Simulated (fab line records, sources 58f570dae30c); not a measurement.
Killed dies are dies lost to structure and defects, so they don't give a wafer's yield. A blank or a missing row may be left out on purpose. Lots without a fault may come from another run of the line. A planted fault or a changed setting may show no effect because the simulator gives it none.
Chamber matching | flow berkeley_cmos170 | UCB170_ZERO_ETCH_06 on rie_diel-04: 4 sister chambers
The step etches SiO2 in CHF3/CF4/Ar, time 12 s. 20 wafers are shown with their chamber, then 10 later ones without.

WAFERS WITH THEIR CHAMBER
wafer  | chamber | throttle_valve_pct (%) | oes_product_au (a.u.)
L076.1 | 2       | 9.24                   | 0.613
L076.4 | 0       | 9.02                   | 0.622
L076.5 | 0       | 9.01                   | 0.625
L078.2 | 3       | 9.43                   | 0.616
L078.3 | 1       | 9.20                   | 0.605
L078.4 | 0       | 9.03                   | 0.627
L080.3 | 2       | 9.22                   | 0.615
L080.5 | 0       | 9.03                   | 0.625
L080.6 | 3       | 9.46                   | 0.620
L081.3 | 1       | 9.21                   | 0.602
L081.5 | 3       | 9.45                   | 0.618
L081.6 | 2       | 9.22                   | 0.619
L083.3 | 1       | 9.20                   | 0.603
L083.4 | 0       | 9.04                   | 0.616
L083.6 | 2       | 9.23                   | 0.617
L084.2 | 1       | 9.20                   | 0.611
L084.3 | 0       | 9.01                   | 0.617
L084.6 | 1       | 9.20                   | 0.603
L087.2 | 2       | 9.24                   | 0.620
L087.3 | 1       | 9.20                   | 0.608

SIGNATURES (means of the wafers above)
reading            | chamber 0 | chamber 1 | chamber 2 | chamber 3 | scatter within a chamber
throttle_valve_pct | 9.0233    | 9.2017    | 9.2300    | 9.4467    | 0.0103
oes_product_au     | 0.62200   | 0.60533   | 0.61680   | 0.61800   | 0.00359
Rule: a wafer's distance from a chamber is the root of the sum, over the readings, of the square of ((its reading less the chamber's mean) divided by the reading's scatter). The wafer belongs to the nearest chamber; if the next one is less than 2 further off, it can't be placed. The scatter: the root of (the sum of the squares of (reading less its chamber's mean) over the shown wafers, divided by (wafers less chambers)).

WAFERS WITHOUT THEIR CHAMBER
wafer  | throttle_valve_pct (%) | oes_product_au (a.u.)
L087.6 | 9.46                   | 0.612
L088.2 | 9.45                   | 0.613
L088.3 | 9.19                   | 0.602
L088.6 | 9.25                   | 0.614
L095.1 | 9.45                   | 0.614
L095.3 | 9.20                   | 0.600
L095.4 | 9.19                   | 0.611
L097.2 | 9.02                   | 0.625
L097.4 | 9.23                   | 0.616
L097.6 | 9.45                   | 0.621

WHICH CHAMBER EACH WENT THROUGH
wafer  | from the rows above | in truth
L087.6 | 3                   | 3
L088.2 | 3                   | 3
L088.3 | 1                   | 1
L088.6 | 2                   | 2
L095.1 | 3                   | 3
L095.3 | 1                   | 1
L095.4 | 1                   | 1
L097.2 | 0                   | 0
L097.4 | 2                   | 2
L097.6 | 3                   | 3
Placed correctly: 10 of 10. Can't be placed from these rows: 0. Placed wrongly: 0.
